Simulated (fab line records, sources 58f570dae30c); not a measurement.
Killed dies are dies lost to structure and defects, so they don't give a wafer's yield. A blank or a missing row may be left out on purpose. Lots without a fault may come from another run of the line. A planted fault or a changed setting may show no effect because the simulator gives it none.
Which tool did it? | flow berkeley_cmos170 | 15 lots, 45 wafers sampled, at 4 steps of a route of 331

WHAT THE GAUGES READ, wafer by wafer
UCB170_SACOX_THK_MEAS_02.
lot  | measured     | on            | SACOX_OXIDE_THK (nm)
L941 | day 5 23:25  | film_metro-02 | 14.2 14.7 14.5
L942 | day 6 03:53  | film_metro-02 | 14.4 14.7 14.4
L944 | day 6 14:57  | film_metro-03 | 13.8 14.0 14.0
L945 | day 7 00:08  | film_metro-03 | 13.7 13.6 13.9
L947 | day 7 12:10  | film_metro-04 | 13.7 13.5 13.6
L948 | day 7 12:10  | film_metro-03 | 13.6 14.0 13.9
L949 | day 7 16:31  | film_metro-03 | 14.8 14.9 14.6
L950 | day 7 16:31  | film_metro-04 | 14.8 14.9 14.9
L952 | day 8 14:16  | film_metro-04 | 13.5 13.7 13.8
L956 | day 9 05:03  | film_metro-03 | 14.7 14.4 14.3
L958 | day 9 20:28  | film_metro-03 | 14.2 14.4 14.5
L959 | day 9 20:25  | film_metro-02 | 14.9 14.8 14.5
L961 | day 10 09:23 | film_metro-04 | 14.4 14.4 14.3
L963 | day 10 09:29 | film_metro-02 | 14.1 14.4 13.9
L964 | day 11 08:41 | film_metro-04 | 14.5 14.4 14.6

UCB170_GATE_THK_MEAS_05.
lot  | measured     | on            | GATE_POLY_THK (nm)
L941 | day 7 05:32  | film_metro-02 | 213.6 211.9 213.4
L942 | day 7 10:38  | film_metro-04 | 215.7 216.6 214.4
L944 | day 7 21:11  | film_metro-03 | 217.7 216.7 215.8
L945 | day 8 10:21  | film_metro-04 | 213.1 213.6 213.1
L947 | day 8 18:40  | film_metro-02 | 215.2 213.1 214.8
L948 | day 8 18:44  | film_metro-02 | 215.7 217.4 214.9
L949 | day 9 01:35  | film_metro-04 | 219.5 218.4 220.9
L950 | day 9 01:34  | film_metro-03 | 214.7 214.8 213.7
L952 | day 9 17:13  | film_metro-02 | 427.8 430.4 429.2
L956 | day 10 04:10 | film_metro-04 | 429.6 428.0 430.8
L958 | day 11 03:55 | film_metro-02 | 431.8 427.6 429.9
L959 | day 11 01:58 | film_metro-03 | 216.3 217.7 216.4
L961 | day 11 11:26 | film_metro-02 | 216.0 215.4 216.8
L963 | day 11 11:31 | film_metro-02 | 215.6 216.4 216.9
L964 | day 12 08:12 | film_metro-02 | 211.0 210.8 212.4

WHICH TOOL RAN EACH LOT (tool, then ch and the chambers of the sampled wafers, then the start)
lot  | UCB170_NWELL_ETCH_13              | UCB170_GATE_CVD_04
L941 | rie_diel-01 ch 0,1,3, day 2 14:38 | lpcvd-01 ch 0, day 7 04:08
L942 | rie_diel-02 ch 1,3, day 2 20:48   | lpcvd-02 ch 1, day 7 09:14
L944 | rie_diel-03 ch 2,3, day 3 03:09   | lpcvd-01 ch 0, day 7 19:05
L945 | rie_diel-02 ch 0,1, day 3 09:19   | lpcvd-01 ch 1, day 8 08:56
L947 | rie_diel-01 ch 1,2,3, day 3 21:10 | lpcvd-01 ch 1, day 8 17:16
L948 | rie_diel-03 ch 0,1,3, day 3 21:12 | lpcvd-01 ch 0, day 8 17:16
L949 | rie_diel-02 ch 0,3, day 4 06:54   | lpcvd-02 ch 1, day 9 00:10
L950 | rie_diel-03 ch 2,3, day 4 10:55   | lpcvd-02 ch 1, day 9 00:10
L952 | rie_diel-03 ch 2,3, day 4 18:26   | lpcvd-02 ch 0, day 9 11:53 and lpcvd-01 ch 0, day 9 14:58
L956 | rie_diel-03 ch 1,2,3, day 5 17:31 | lpcvd-02 ch 1, day 10 01:12
L958 | rie_diel-03 ch 0,2,3, day 6 06:28 | lpcvd-01 ch 0, day 11 00:34 and lpcvd-02 ch 0, day 11 02:31
L959 | rie_diel-01 ch 0,2,3, day 6 06:46 | lpcvd-01 ch 0, day 11 00:34
L961 | rie_diel-01 ch 0,2,3, day 6 18:16 | lpcvd-01 ch 0, day 11 10:01
L963 | rie_diel-01 ch 1,3, day 7 01:22   | lpcvd-01 ch 0, day 11 10:01
L964 | rie_diel-03 ch 1,2, day 7 14:56   | lpcvd-01 ch 1, day 12 06:48
- UCB170_NWELL_ETCH_13: etches Si3N4 in CH3F/Ar/O2, stops on SiO2, target depth 246.4 nm, time 154 s.
- UCB170_GATE_CVD_04: deposits poly-Si from SiH4, time 1440 s, target thk 214 nm.

WHAT THE TOOLS THEMSELVES READ (means of the sampled wafers that have a number; where no wafer has one, the mark that the record gives instead)
UCB170_NWELL_ETCH_13.
lot  | tool        | chamber_pressure_mTorr (mTorr) | drypump_motor_current_A (A) | oes_product_au (a.u.) | throttle_valve_pct (%)
L941 | rie_diel-01 | 50.04                          | 5.7                         | 0.951                 | 8.03
L942 | rie_diel-02 | 49.98                          | 5.9                         | 0.930                 | 7.96
L944 | rie_diel-03 | 50.04                          | 5.5                         | 0.931                 | 8.10
L945 | rie_diel-02 | 50.02                          | 6.3                         | 0.931                 | 8.04
L947 | rie_diel-01 | 50.02                          | 5.6                         | 0.948                 | 8.05
L948 | rie_diel-03 | 50.01                          | 5.6                         | 0.957                 | 8.04
L949 | rie_diel-02 | 50.00                          | 6.2                         | 0.965                 | 7.91
L950 | rie_diel-03 | 50.01                          | 5.4                         | 0.937                 | 8.12
L952 | rie_diel-03 | 49.99                          | 5.4                         | 0.939                 | 8.12
L956 | rie_diel-03 | 49.99                          | 5.5                         | 0.940                 | 8.12
L958 | rie_diel-03 | 50.01                          | 5.6                         | 0.937                 | 8.03
L959 | rie_diel-01 | 49.98                          | 5.7                         | 0.960                 | 7.99
L961 | rie_diel-01 | 50.01                          | 5.7                         | 0.959                 | 7.99
L963 | rie_diel-01 | 50.01                          | 5.5                         | 0.947                 | 8.10
L964 | rie_diel-03 | 50.01                          | 5.6                         | 0.926                 | 8.09

UCB170_GATE_CVD_04.
lot  | tool              | spike_tc_centre_C (C) | zone_power_source_pct (%)
L941 | lpcvd-01          | 611.8                 | 11.98
L942 | lpcvd-02          | 614.5                 | 11.71
L944 | lpcvd-01          | 612.6                 | 11.91
L945 | lpcvd-01          | 613.8                 | 11.91
L947 | lpcvd-01          | 612.7                 | 11.89
L948 | lpcvd-01          | 612.7                 | 11.88
L949 | lpcvd-02          | 613.8                 | 11.65
L950 | lpcvd-02          | 613.2                 | 11.55
L952 | lpcvd-02/lpcvd-01 | 613.1                 | 12.00
L956 | lpcvd-02          | 613.7                 | 11.71
L958 | lpcvd-01/lpcvd-02 | 612.3                 | 12.15
L959 | lpcvd-01          | 613.0                 | 11.82
L961 | lpcvd-01          | 612.2                 | 11.96
L963 | lpcvd-01          | 612.8                 | 11.84
L964 | lpcvd-01          | 612.7                 | 11.84

THE ANSWER, worked out from the rows above alone
Rule: what is usual is taken from the lots themselves. Put in order of their means at a reading, lots are off if they are a third of the lots or fewer, leave a main group of 4 or more, and stand apart from it by a gap of 3 or more times the standard deviation of the main group's means; of several such gaps the widest counts. A main group whose means are all the same, to the digits that the tables above print for the reading, isn't used. A lot without any number at a reading at which 4 lots or more have one is off too. The other lots that the step has rows for count as sound. The gauges are gone through in route order, then the tools' own readings, and for those a lot's mean is taken as printed above. The first step at which some lot is off is used, and at that step the reading that is off furthest; a lot without a number counts as furthest.
Off: L952, L956, L958, at UCB170_GATE_THK_MEAS_05 (GATE_POLY_THK). The main group: mean 215.3 nm, standard deviation 2.1.
A tool fits if, at a process step before that reading, it ran every lot that is off, and no sound lot after the first of them. The gauges at UCB170_GATE_THK_MEAS_05 are tried like those tools. One fits: lpcvd-02 at UCB170_GATE_CVD_04. Its last sound lot is L949 (day 9 00:10), its first lot that is off L952 (day 9 11:53): a fault that began between those two fits.

WHAT THE SIMULATOR HAD PUT IN
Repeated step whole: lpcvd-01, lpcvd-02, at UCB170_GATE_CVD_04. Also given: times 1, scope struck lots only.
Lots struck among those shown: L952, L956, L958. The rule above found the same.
